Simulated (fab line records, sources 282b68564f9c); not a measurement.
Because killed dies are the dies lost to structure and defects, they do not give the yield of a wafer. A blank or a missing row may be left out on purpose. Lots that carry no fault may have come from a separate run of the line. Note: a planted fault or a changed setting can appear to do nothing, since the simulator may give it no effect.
fab line records	flow rit_cmos
[record] lots = 14	wafers = 42	last_day = 7
route steps=202 shown FOX1@20 NWELL@51 GATE@93 M1@202
lots that met no fault: from a run of the same line without faults
start_h: start of the lot's first displayed wafer, in hours after the record's first day	wait_h: hours elapsed since this lot's preceding step	" unchanged from the row above	L1.1+2: a row that stands for several wafers	- value missing, or start not given	* or withheld: withheld	< > ~ a bound
route shown NAME@n: a module of which the file shows steps, and the number in the route of the first	usual: the fault-free wafers' mean and standard deviation	same: alike in all rows	chamber/n: place in a boat	sites: per-site readings	_std_site: the standard deviation of these	_edge_site: outer sites' mean less inner sites'	radius_mm: for every site, how far away it sits from the centre of the wafer	mask NAME#n: copy n	behind: the most recent tool/chamber to have shaped the wafer	hold: the reason the lot was held/the length of the hold in hours/how it ended	device: whichever transistor did not switch (one of n, p or np)	end of line: the route-end tests of the same wafers	a step given without rows: its recipe and nothing more	killed: not the wafer's yield, but the dies lost to structure and defects at the first sort	map: a wafer's dies, marking killed ones x, the rest . and places with no die _
set.NAME: the run value of the setting; set.NAME@STEP: its run value at that earlier step	model.NAME: the simulator's own value behind a step, which no gauge read
a sample of lots followed through the steps of the route, with each step as a table and each wafer as a row
services: a tool's chamber out of use, with start hour (start_h, from the record's first day; less than 0 if before it), hours out, and reason
[[steps]]
[step RIT_FOX1_OXIDATION_00]
[recipe] temp_c = 1100	ambient = H2O	target_thk_a = 3507	p_h2o_torr = 720	ox_time_s = 1130
[usual] ox_time_s = 1130/0
lot.wafer	tool	chamber	start_h	wait_h	ox_time_s
L863.2	furnace-01	0	16.65	1.1	1130
L863.3	"	0	"	"	1130
L863.6	"	0	"	"	1130
L864.3	furnace-03	0	21.40	0.0	1130
L864.4	"	0	"	"	1130
L864.6	"	0	"	"	1130
L865.2	furnace-02	0	25.51	0.0	1130
L865.3	"	0	"	"	1130
L865.6	"	0	"	"	1130
L866.1	furnace-03	0	31.29	0.0	1130
L866.3	"	0	"	"	1130
L866.6	"	0	"	"	1130
L867.3	furnace-01	0	35.50	0.0	1130
L867.4	"	0	"	"	1130
L867.5	"	0	"	"	1130
L868.1	furnace-03	0	40.72	0.0	1130
L868.2	"	0	"	"	1130
L868.5	"	0	"	"	1130
L869.3	furnace-03	0	45.67	0.0	1130
L869.5	"	0	"	"	1130
L869.6	"	0	"	"	1130
L870.1	furnace-02	0	50.65	0.0	1130
L870.2	"	0	"	"	1130
L870.5	"	0	"	"	1130
L876.1	furnace-03	0	81.14	0.4	1130
L876.2	"	0	"	"	1130
L876.5	"	0	"	"	1130
L877.2	furnace-02	0	85.51	0.0	508.5
L877.3	"	0	"	"	508.5
L877.5	"	0	"	"	508.5
L878.2	furnace-02	0	90.63	0.0	508.5
L878.3	"	0	"	"	508.5
L878.5	"	0	"	"	508.5
L879.3	furnace-01	0	95.66	0.0	1130
L879.5	"	0	"	"	1130
L879.6	"	0	"	"	1130
L883.4	furnace-01	0	115.68	0.1	1130
L883.5	"	0	"	"	1130
L883.6	"	0	"	"	1130
L884.1	furnace-01	0	122.11	1.6	1130
L884.2	"	0	"	"	1130
L884.5	"	0	"	"	1130
[step RIT_FOX1_THK_MEAS_01]
[recipe] reads = SiO2_of_FOX1_OXIDATION_00
[usual] FOX1_OXIDE_THK = 347/5.7
lot.wafer	tool	chamber	start_h	wait_h	FOX1_OXIDE_THK[nm]
L863.2	film_metro-01	-	17.97	0.0	356
L863.3	"	-	"	"	345
L863.6	"	-	"	"	346
L864.3	film_metro-03	-	22.73	0.0	351
L864.4	"	-	"	"	358
L864.6	"	-	"	"	353
L865.2	film_metro-03	-	26.83	0.0	348
L865.3	"	-	"	"	339
L865.6	"	-	"	"	344
L866.1	film_metro-01	-	32.60	0.0	348
L866.3	"	-	"	"	343
L866.6	"	-	"	"	349
L867.3	film_metro-04	-	36.84	0.0	348
L867.4	"	-	"	"	355
L867.5	"	-	"	"	350
L868.1	film_metro-04	-	42.03	0.0	353
L868.2	"	-	"	"	351
L868.5	"	-	"	"	348
L869.3	film_metro-01	-	47.01	0.0	350
L869.5	"	-	"	"	354
L869.6	"	-	"	"	353
L870.1	film_metro-01	-	51.96	0.0	350
L870.2	"	-	"	"	348
L870.5	"	-	"	"	345
L876.1	film_metro-01	-	82.45	0.0	346
L876.2	"	-	"	"	339
L876.5	"	-	"	"	340
L877.2	film_metro-04	-	86.83	0.0	201
L877.3	"	-	"	"	199
L877.5	"	-	"	"	201
L878.2	film_metro-01	-	91.95	0.0	219
L878.3	"	-	"	"	223
L878.5	"	-	"	"	219
L879.3	film_metro-04	-	97.00	0.0	351
L879.5	"	-	"	"	345
L879.6	"	-	"	"	343
L883.4	film_metro-01	-	117.02	0.0	350
L883.5	"	-	"	"	341
L883.6	"	-	"	"	338
L884.1	film_metro-03	-	123.42	0.0	345
L884.2	"	-	"	"	347
L884.5	"	-	"	"	344
[step RIT_WELLDRIVE_RS_MEAS_01]
[recipe] thk_meas_gauge = four-point-probe
[usual] NWELL_RS = 275.3/0.82
lot.wafer	tool	chamber	start_h	wait_h	NWELL_RS[ohm/sq]
L863.2	film_metro-03	-	29.12	0.0	274.7
L863.3	"	-	"	"	275.5
L863.6	"	-	"	"	275.7
L864.3	film_metro-03	-	33.53	0.0	275.5
L864.4	"	-	"	"	275.5
L864.6	"	-	"	"	275.3
L865.2	film_metro-03	-	37.89	0.0	274.6
L865.3	"	-	"	"	275.2
L865.6	"	-	"	"	274.7
L866.1	film_metro-01	-	43.39	0.0	275.1
L866.3	"	-	"	"	276.3
L866.6	"	-	"	"	275.3
L867.3	film_metro-03	-	48.52	0.0	276.6
L867.4	"	-	"	"	277.3
L867.5	"	-	"	"	277.1
L868.1	film_metro-03	-	53.55	0.0	275.4
L868.2	"	-	"	"	274.9
L868.5	"	-	"	"	275.2
L869.3	film_metro-03	-	58.67	0.0	275.3
L869.5	"	-	"	"	275.1
L869.6	"	-	"	"	275.5
L870.1	film_metro-01	-	62.71	0.0	273.8
L870.2	"	-	"	"	274.1
L870.5	"	-	"	"	274.0
L876.1	film_metro-01	-	94.24	0.0	274.7
L876.2	"	-	"	"	275.7
L876.5	"	-	"	"	275.0
L877.2	film_metro-02	-	97.81	0.0	275.0
L877.3	"	-	"	"	276.7
L877.5	"	-	"	"	276.4
L878.2	film_metro-02	-	103.01	0.0	275.9
L878.3	"	-	"	"	275.6
L878.5	"	-	"	"	275.8
L879.3	film_metro-02	-	108.11	0.0	274.6
L879.5	"	-	"	"	275.2
L879.6	"	-	"	"	274.8
L883.4	film_metro-03	-	128.30	0.1	275.7
L883.5	"	-	"	"	277.4
L883.6	"	-	"	"	275.7
L884.1	film_metro-03	-	138.36	0.0	275.5
L884.2	"	-	"	"	276.3
L884.5	"	-	"	"	275.0
[step RIT_GATE_OVL_MEAS_17]
[usual] GATE_OVL = -0.7/1.3
lot.wafer	tool	chamber	start_h	wait_h	GATE_OVL[nm]
L863.2	overlay-02	-	37.09	0.1	-4.3
L863.3	"	-	"	"	-2.4
L863.6	"	-	"	"	-3.4
L864.3	overlay-02	-	41.51	0.1	-0.9
L864.4	"	-	"	"	-0.8
L864.6	"	-	"	"	0.9
L865.2	overlay-01	-	46.12	0.1	0.9
L865.3	"	-	"	"	-0.2
L865.6	"	-	"	"	0.7
L866.1	overlay-02	-	51.80	0.1	-0.4
L866.3	"	-	"	"	0.2
L866.6	"	-	"	"	0.4
L867.3	overlay-02	-	59.20	0.1	-1.8
L867.4	"	-	"	"	-2.6
L867.5	"	-	"	"	-2.7
L868.1	overlay-01	-	61.83	0.1	0.0
L868.2	"	-	"	"	0.5
L868.5	"	-	"	"	-0.5
L869.3	overlay-01	-	68.89	0.1	0.8
L869.5	"	-	"	"	-0.7
L869.6	"	-	"	"	-1.2
L870.1	overlay-01	-	73.70	0.1	-1.2
L870.2	"	-	"	"	0.2
L870.5	"	-	"	"	-0.1
L876.1	overlay-02	-	102.50	0.1	-1.8
L876.2	"	-	"	"	-0.7
L876.5	"	-	"	"	-1.7
L877.2	overlay-02	-	106.31	0.1	0.5
L877.3	"	-	"	"	-0.9
L877.5	"	-	"	"	-0.2
L878.2	overlay-01	-	112.01	0.1	-0.3
L878.3	"	-	"	"	0.6
L878.5	"	-	"	"	0.2
L879.3	overlay-01	-	116.67	0.1	-2.0
L879.5	"	-	"	"	0.2
L879.6	"	-	"	"	0.2
L883.4	overlay-02	-	137.06	0.1	-0.3
L883.5	"	-	"	"	0.4
L883.6	"	-	"	"	0.1
L884.1	overlay-01	-	147.69	0.1	0.9
L884.2	"	-	"	"	1.6
L884.5	"	-	"	"	0.7
[step RIT_GATE_STRIP_20]
[recipe] chemistry = O2	time_s = 180	resist = NOVOLAK	platen_temp_c = withheld	power_w = 500	pressure_mtorr = 4000	o2_flow_sccm = 3883
[usual] chamber_pressure_mTorr = 4000/3.9	drypump_motor_current_A = 5.8/0.3
lot.wafer	tool	chamber	start_h	wait_h	chamber_pressure_mTorr	drypump_motor_current_A	rf_hours_counter_h
L863.2	plasma_asher-02	0	37.37	0.1	4002	6.0	39
L863.3	"	1	"	"	4000	5.8	-
L863.6	"	0	"	"	4003	6.0	-
L864.3	plasma_asher-04	0	41.91	0.1	3997	5.7	-
L864.4	"	1	"	"	3993	5.3	-
L864.6	"	1	"	"	3995	5.4	-
L865.2	plasma_asher-02	0	46.40	0.1	4001	6.0	40
L865.3	"	1	"	"	4000	5.7	-
L865.6	"	1	"	"	4006	5.7	-
L866.1	plasma_asher-01	1	52.09	0.1	3996	6.2	41
L866.3	"	1	"	"	4007	6.2	-
L866.6	"	1	"	"	3997	6.2	-
L867.3	plasma_asher-04	0	59.54	0.1	4000	5.7	-
L867.4	"	1	"	"	3993	5.3	-
L867.5	"	1	"	"	3999	5.3	-
L868.1	plasma_asher-01	1	62.13	0.1	3999	6.2	41
L868.2	"	0	"	"	3996	5.3	41
L868.5	"	1	"	"	4004	6.2	-
L869.3	plasma_asher-01	1	69.23	0.1	3999	6.2	-
L869.5	"	1	"	"	4003	6.2	-
L869.6	"	0	"	"	4006	5.3	-
L870.1	plasma_asher-02	1	74.00	0.1	3998	5.7	43
L870.2	"	0	"	"	3995	6.0	43
L870.5	"	0	"	"	4000	6.0	-
L876.1	plasma_asher-04	0	102.79	0.1	3999	5.7	31
L876.2	"	1	"	"	3999	5.3	31
L876.5	"	1	"	"	3998	5.3	-
L877.2	plasma_asher-02	0	106.60	0.1	4007	6.0	46
L877.3	"	1	"	"	4002	5.7	-
L877.5	"	0	"	"	4008	6.0	-
L878.2	plasma_asher-02	1	112.30	0.1	3998	5.8	47
L878.3	"	1	"	"	4000	5.8	-
L878.5	"	1	"	"	3997	5.8	-
L879.3	plasma_asher-02	0	117.02	0.1	4000	5.9	-
L879.5	"	1	"	"	3999	5.8	-
L879.6	"	0	"	"	4001	5.9	-
L883.4	plasma_asher-01	1	137.40	0.1	3996	6.2	-
L883.5	"	0	"	"	3999	5.3	-
L883.6	"	1	"	"	4001	6.2	-
L884.1	plasma_asher-02	1	147.99	0.1	3998	5.7	51
L884.2	"	0	"	"	3992	6.0	51
L884.5	"	0	"	"	3995	6.0	-
[step RIT_M1_PROBE_99]
[usual] killed_at_contacts = 0.1/0.34	killed_at_front_end = 7/3	killed_dies = 7/3.1	killed_open = 3.4/1.9	killed_short = 3.4/2.1
[same] gross_dies = 264	killed_at_M0_to_M3 = 0	killed_at_M4_up = 0	killed_at_back_side = 0	killed_at_other = 0
lot.wafer	tool	chamber	start_h	wait_h	killed_at_contacts	killed_at_front_end	killed_dies	killed_open	killed_short
L877.3	prober-02	-	129.96	0.2	0	1	1	0	0
L877.5	prober-02	-	130.06	0.2	0	14	14	5	9
// killed by level:class
L877.3 GATE:coat_microbubble_printed=1
L877.5 GATE:geometric_particle:short=3 SPACER:geometric_particle:short=3 FOX1:geometric_particle:short=2 GATE:geometric_particle:open=2 FOX1:geometric_particle:open=1 FOX2:geometric_particle:open=1 SILICIDE:geometric_particle:open=1 SILICIDE:geometric_particle:short=1
[[services]]
tool	chamber	start_h	hours	kind
furnace-03	-	4.21	7.0	pm
furnace-02	-	13.54	3.9	pm
plasma_asher-02	-	30.99	2.8	pm
furnace-01	-	52.12	4.1	pm
furnace-03	-	87.68	3.7	pm
plasma_asher-01	-	108.75	9.0	pm
plasma_asher-01	0	108.75	9.0	vent_cycle
plasma_asher-01	1	108.75	9.0	vent_cycle
plasma_asher-01	0	117.75	-	clean
plasma_asher-01	1	117.75	-	clean
furnace-02	-	118.48	7.9	pm
furnace-01	-	128.54	3.0	pm
plasma_asher-04	-	130.92	14.6	repair
[[key]]
[first_sign] step = RIT_FOX1_OXIDATION_00	reading = ox_time_s	direction = down	sigmas = 99+	usual = *	struck = *
[effect] step = RIT_FOX1_THK_MEAS_01	reading = FOX1_OXIDE_THK	direction = down	sigmas = 24	usual = 347	struck = 210
met_at RIT_FOX1_OXIDATION_00
struck_lots L877,L878
tester_left_out L877,L878
not_acting_at RIT_WELLDRIVE_RS_MEAS_01,RIT_GATE_OVL_MEAS_17,RIT_GATE_STRIP_20
onset_between 50.65 85.51
[fault] kind = process_parameter_drift	tool = furnace-02	chamber = -	onset_h = 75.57	steps = RIT_FOX1_OXIDATION_00	channel = ox_time_s	offset = *	shape = step	end_h = 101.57	acts_in = *	stated = *
// tester_left_out: of these lots the tester's yield and bins aren't shown, on N5 and GAA mostly nor the transistor test; their killed dies are dies lost to structure and defects alone, not to doping, threshold or leakage, so they don't give the yield
